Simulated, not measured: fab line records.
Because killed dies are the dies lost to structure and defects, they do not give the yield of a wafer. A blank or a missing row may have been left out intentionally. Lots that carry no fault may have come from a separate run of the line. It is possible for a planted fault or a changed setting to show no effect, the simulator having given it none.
Struck lot and sound lot, side by side / flow rit-cmos / 17 steps out of a route of 202
Sound: these wafers, L593.2, L593.3, L593.5. Struck: wafers L596.1, L596.3, L596.6. Last of all comes the cause.
Order at every step that has rows: each side's tool, ch and its chambers, its first start. Under that, the readings that differ: sound wafers / struck wafers / difference of the means / sigmas: that difference in standard deviations of wafers without a fault.
alike: readings with means less than 2 such deviations apart, plus words and numbers identical on both sides. not compared: withheld readings, readings lacking a value on some wafer, bounds such as >300 that could conceal the same value, and numbers that have no deviation in the record and whose values overlap.
The two part at a step that has a row with sigmas, a row that says differs or no value, or rows on one side only. Non-overlapping numbers with no deviation appear without sigmas and do not part them. A reading that every wafer of one side lacks parts them only if that side has two wafers or more.

RIT_SILICIDE_RTA_06: time 10 s, ramp up 5 s, ramp down 10 s.
  sound on rtp-anneal-02 ch 0, day 5 18:12; struck on rtp-anneal-01 ch 0, day 6 06:26
  alike: wafer_temp_C_max
RIT_CONTACT_CVD_00: deposits SiO2 from TEOS, target thk 400 nm, time 61 s.
  sound on pecvd-02 ch 0,2, day 5 18:15; struck on pecvd-02 ch 0,1, day 6 06:30
  alike: heater-power-w, rf-fwd-power-W
RIT_CONTACT_THK_MEAS_01:
  struck on film-metro-03, day 6 06:33; sound on film-metro-02, day 5 18:19
  alike: CONTACT_TEOS_THK
then, 6 steps without rows for these wafers: RIT_CONTACT_HMDS_02 (prime time 60 s); RIT_CONTACT_COAT_03 (resist thk 1000 nm); RIT_CONTACT_SOFTBAKE_04 (time 60 s); RIT_CONTACT_EXPOSE_05 (exposes mask M11, target cd 1000 nm); RIT_CONTACT_PEB_06; RIT_CONTACT_DEVELOP_07 (develop time 120 s).
RIT_CONTACT_CD_MEAS_08: the cd target is 1000 nm.
  struck on cd-sem-02, day 6 07:42; sound on cd-sem-01, day 5 19:29
  alike: cd-nm
RIT_CONTACT_OVL_MEAS_09:
  struck on overlay-02, day 6 07:49; sound on overlay-02, day 5 19:35
reading=CONTACT_OVL (nm); sound=0.1 0.2 -1.6; struck=2.9 2.2 1.2; difference=+2.5; sigmas=+2
then, 1 step without rows for these wafers: RIT_CONTACT_HARDBAKE_10 (time 60 s).
RIT_CONTACT_ETCH_11: etches SiO2 in CHF3/CF4/Ar, stops on TiSi2, target depth 480 nm, time 320 s.
  sound on rie-diel-03 ch 0,2,3, day 5 19:46; struck on rie-diel-03 ch 0,3, day 6 08:00
  no value came back on the struck wafers for any of 6 readings (CHF3_flow_sccm (sccm), O2_flow_sccm (sccm) and others); on the sound wafers CHF3_flow_sccm (sccm) reads 50.01 49.92 50.17
reading=model.NOVOLAK_of_CONTACT_COAT_03.thk-nm (nm); sound=764.6 763.6 764.4; struck=883.2 886.5 886.4; difference=+121.2; sigmas=
  not compared: rf-hours-counter-h
RIT_CONTACT_STRIP_12: strips in O2, time 180 s.
  sound on plasma-asher-01 ch 0, day 5 19:58; struck on plasma-asher-01 ch 0,1, day 6 08:12
  alike: drypump-motor-current-A, rf-refl-power-W
  not compared: rf-hours-counter-h
RIT_CONTACT_CD_MEAS_90: the cd target is 1000 nm.
  struck on cd-sem-01, day 6 08:22; sound on cd-sem-02, day 5 20:09
reading=cd-nm (nm); sound=997.8 998.6 998.7; struck=- - -; difference=no value on the struck wafers; sigmas=
then, 1 step without rows for these wafers: RIT_CONTACT_CLEAN_13 (cleans in SC1, time 600 s).
RIT_M1_PROBE_99:
  struck on prober-02, day 6 13:00; sound on prober-01, day 6 01:15
reading=killed_at_M0_to_M3; sound=0 0 0; struck=0 0 1; difference=+0; sigmas=+4
reading=killed-at-contacts; sound=0 0 0; struck=259 256 259; difference=+258; sigmas=+99 or more
reading=killed-dies; sound=10 10 8; struck=264 264 264; difference=+255; sigmas=+75
reading=killed-on-rim; sound=1 4 2; struck=70 70 70; difference=+68; sigmas=+48
  alike: killed-at-front-end, killed-open, killed-short

## WHERE THEY PART
Earliest at RIT_CONTACT_OVL_MEAS_09; latest, in this record, at RIT_M1_PROBE_99.

WHY: the cause the simulator had injected
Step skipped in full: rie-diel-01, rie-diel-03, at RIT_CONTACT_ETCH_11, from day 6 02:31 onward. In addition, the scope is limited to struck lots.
